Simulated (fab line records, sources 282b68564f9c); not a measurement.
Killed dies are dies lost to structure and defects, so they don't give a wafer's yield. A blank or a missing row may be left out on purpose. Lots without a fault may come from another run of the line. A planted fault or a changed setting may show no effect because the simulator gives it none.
Split-lot experiment | flow rit_cmos | 5 lots, 23 wafers read, on a route of 202 steps

THE SPLIT
At RIT_PRETRO_COAT_01 (resist thk 1300 nm), the setting spin_rpm was moved away from the recipe's 2000 rpm on 8 of the 23 wafers read, by -7.3% to -4.8%. The other wafers ran this setting at the recipe's value.

FROM THE SPLIT TO THE READING: what the file shows between them, 3 steps
- RIT_PRETRO_SOFTBAKE_02: time 62.32 s
- RIT_PRETRO_EXPOSE_03: exposes mask M5, target cd 43700 nm
- RIT_PRETRO_DEVELOP_05: develop time 68 s

THE READING
NOVOLAK_of_PRETRO_COAT_01.thk_nm (the simulator's own value, which no gauge read), in nm, at RIT_PRETRO_HARDBAKE_07 (time 120 s). The file gives no usual value for it. The 15 wafers here that ran the recipe average 1136 nm, standard deviation 2.7 nm.

wafer  | tool, chamber at the split | spin_rpm as run, rpm | against the recipe | NOVOLAK_of_PRETRO_COAT_01.thk_nm, nm | against lot-mates on the recipe
L074.1 | litho_track-03, 0          | 2000                 | recipe             | 1133                                 | -
L074.2 | litho_track-03, 0          | 2000                 | recipe             | 1134                                 | -
L074.3 | litho_track-03, 0          | 2000                 | recipe             | 1135                                 | -
L074.5 | litho_track-03, 0          | 2000                 | recipe             | 1135                                 | -
L074.6 | litho_track-03, 0          | 2000                 | recipe             | 1136                                 | -
L077.1 | litho_track-02, 0          | 2000                 | recipe             | 1136                                 | -
L077.2 | litho_track-02, 0          | 2000                 | recipe             | 1138                                 | -
L077.5 | litho_track-02, 0          | 2000                 | recipe             | 1138                                 | -
L079.1 | litho_track-04, 0          | 2000                 | recipe             | 1130                                 | -
L079.3 | litho_track-04, 0          | 1904                 | -4.8%              | 1160                                 | +30
L079.4 | litho_track-04, 0          | 2000                 | recipe             | 1131                                 | -
L079.5 | litho_track-04, 0          | 1904                 | -4.8%              | 1161                                 | +30
L079.6 | litho_track-04, 0          | 1904                 | -4.8%              | 1157                                 | +26
L084.1 | litho_track-02, 0          | 2000                 | recipe             | 1138                                 | -
L084.2 | litho_track-02, 0          | 1885                 | -5.8%              | 1172                                 | +33
L084.6 | litho_track-02, 0          | 1885                 | -5.8%              | 1172                                 | +33
L084.3 | litho_track-02, 0          | 1885                 | -5.8%              | 1169                                 | +30
L084.4 | litho_track-02, 0          | 2000                 | recipe             | 1140                                 | -
L085.1 | litho_track-03, 0          | 2000                 | recipe             | 1138                                 | -
L085.2 | litho_track-03, 0          | 2000                 | recipe             | 1138                                 | -
L085.3 | litho_track-03, 0          | 1854                 | -7.3%              | 1179                                 | +41
L085.5 | litho_track-03, 0          | 1854                 | -7.3%              | 1177                                 | +39
L085.6 | litho_track-03, 0          | 2000                 | recipe             | 1137                                 | -

THE FIT
A straight line over all 23 wafers: NOVOLAK_of_PRETRO_COAT_01.thk_nm changes by -5.71 nm for each +1% of spin_rpm; r = -0.98; the points scatter about the line by 3 nm.
The same after taking each lot's own level away (the mean of its wafers on the recipe; 23 wafers): -5.65 nm for each +1%; r = -1.00; scatter 1.4 nm.
On that fit, the largest move of spin_rpm shifts the reading by 41 nm.
The lots' own levels span 1130.5 to 1139.0 nm, that is 3.1 times the standard deviation above.
So the lot-to-lot level changes the slope little: the two slopes agree.
Check: with one of the wafers moved furthest among these (-7.3%) left out of the fit, the line predicts +41.3 nm for it against its lot-mates. It came out at +41.3 nm against them.

OTHER SPLITS ON THESE WAFERS
These wafers also went through other splits before the reading. Each is held against what the fit with the lots' levels taken away leaves over:
other split on the same wafers       | wafers away from the commonest value | r with NOVOLAK_of_PRETRO_COAT_01.thk_nm (lot level and that fit taken away)
RIT_ACTIVE_CVD_03 sih2cl2_flow_sccm  | 18                                   | -0.04
RIT_ACTIVE_DEVELOP_10 develop_time_s | 9                                    | +0.11
RIT_FOX2_OXIDATION_00 temp_c         | 18                                   | +0.09
RIT_NWELL_IMPLANT_08 dose_cm2        | 7                                    | +0.02
RIT_PWELL_STRIP_09 o2_flow_sccm      | 7                                    | -0.08

THE WHOLE CHAIN: every reading that the file lists as answering this split, in the file's order
step                   | what it does       | reading                                                                           | change (the file's fit)              | r (the file's)
RIT_PRETRO_COAT_01     | resist thk 1300 nm | NOVOLAK_of_PRETRO_COAT_01.thk_nm (the simulator's own value, which no gauge read) | -6.56 nm for each +1% of the setting | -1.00
RIT_PRETRO_HARDBAKE_07 | time 120 s         | NOVOLAK_of_PRETRO_COAT_01.thk_nm (the simulator's own value, which no gauge read) | -5.65 nm for each +1% of the setting | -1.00

THE FILE'S OWN FIT
NOVOLAK_of_PRETRO_COAT_01.thk_nm changes by -5.65 nm for each +1% of spin_rpm, r = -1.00.
